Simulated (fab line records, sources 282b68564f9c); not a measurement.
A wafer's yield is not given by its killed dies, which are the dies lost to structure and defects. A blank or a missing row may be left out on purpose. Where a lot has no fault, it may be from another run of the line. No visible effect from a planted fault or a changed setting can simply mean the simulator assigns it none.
Which tool did it?    flow ritCmos    14 lots, 42 wafers sampled, at 2 steps of a route of 202

== WHAT THE GAUGES SHOWED, per wafer ==
The record holds no reading of a measuring or inspecting step that can be judged against a usual standard deviation.

== TOOL THAT RAN EACH LOT (tool first, then ch and the chambers of the sampled wafers, then the start) ==
lot   RIT_NSD_COAT_01                  RIT_M1_PROBE_99
L329  lithoTrack-01 ch 0, day 2 21:59  -
L330  lithoTrack-01 ch 0, day 3 04:26  -
L331  lithoTrack-03 ch 0, day 3 12:28  -
L333  lithoTrack-03 ch 0, day 3 18:50  -
L334  lithoTrack-04 ch 0, day 4 00:01  -
L335  lithoTrack-01 ch 0, day 4 06:23  -
L337  lithoTrack-03 ch 0, day 4 16:20  -
L338  lithoTrack-03 ch 0, day 4 19:50  -
L340  lithoTrack-04 ch 0, day 5 07:02  -
L341  lithoTrack-01 ch 0, day 5 14:15  -
L342  lithoTrack-04 ch 0, day 5 21:05  prober-01, day 6 08:09
L343  lithoTrack-04 ch 0, day 5 23:04  -
L349  lithoTrack-04 ch 0, day 7 06:53  -
L350  lithoTrack-04 ch 0, day 7 09:50  -
- RIT_NSD_COAT_01: resist thk 1000 nm.
- RIT_M1_PROBE_99

== AS READ BY THE TOOLS THEMSELVES (means over the sampled wafers that have a number; for cases with no such wafer, the mark the record gives instead) ==
RIT_NSD_COAT_01. Usual: 3250.0 rpm for spinSpeedRpm, sd 2.5.
lot   tool           spinSpeedRpm (rpm)  flag
L329  lithoTrack-01  3244.8              
L330  lithoTrack-01  3247.6              
L331  lithoTrack-03  3251.0              
L333  lithoTrack-03  3252.1              
L334  lithoTrack-04  3252.8              
L335  lithoTrack-01  3250.7              
L337  lithoTrack-03  3250.9              
L338  lithoTrack-03  3250.0              
L340  lithoTrack-04  3248.3              
L341  lithoTrack-01  3248.5              
L342  lithoTrack-04  3247.7              
L343  lithoTrack-04  3250.2              
L349  lithoTrack-04  3170.8              OFF
L350  lithoTrack-04  3168.6              OFF

RIT_M1_PROBE_99. Usual: killed_at_M0_to_M3 0.1, standard deviation 0.34; killedAtContacts 0.1, standard deviation 0.26; killedAtFrontEnd 7, standard deviation 3.1; killedDies 7, standard deviation 3.1; killedOpen 3.5, standard deviation 1.9; killedShort 3.4, standard deviation 2.1.
lot   tool       killed_at_M0_to_M3  killedAtContacts  killedAtFrontEnd  killedDies  killedOpen  killedShort  flag
L342  prober-01  0.0                 0.0               5                 5           2.7         2.3          

== THE ANSWER, worked out from the rows above alone ==
Rule: take the mean of a lot's wafers that have a number; if it is more than 3 standard deviations from the usual mean, the lot is off. Also off: a lot with no number at a reading for which 4 or more lots have one. The other lots that the step has rows for count as sound. Order of review: gauges by route order, followed by the tools' own readings, for which a lot's mean as printed above is used. At the first step where some lot is off, the reading lying furthest off is the one used; lots without a number count as furthest.
Off at RIT_NSD_COAT_01 (spinSpeedRpm): L349, L350.
A tool fits if, at that step or a process step before it, it ran every lot that is off, and no sound lot after the first of them. One fits: lithoTrack-04 at RIT_NSD_COAT_01. Its last sound lot is L343 (day 5 23:04), its first lot that is off L349 (day 7 06:53): a fault that began between those two fits.
The tool's own readings at RIT_NSD_COAT_01 bear it out: on the lots that are off they differ by more than 5 times the standard deviation of the sound lots' means. spinSpeedRpm reads 3169.7 rpm there against 3249.6 rpm on the sound lots.

== WHAT HAD BEEN PUT IN BY THE SIMULATOR ==
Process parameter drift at RIT_NSD_COAT_01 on lithoTrack-04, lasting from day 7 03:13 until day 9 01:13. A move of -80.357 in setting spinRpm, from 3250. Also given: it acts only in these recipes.
Shown lots that were struck: L349, L350. This agrees with what the rule above found.
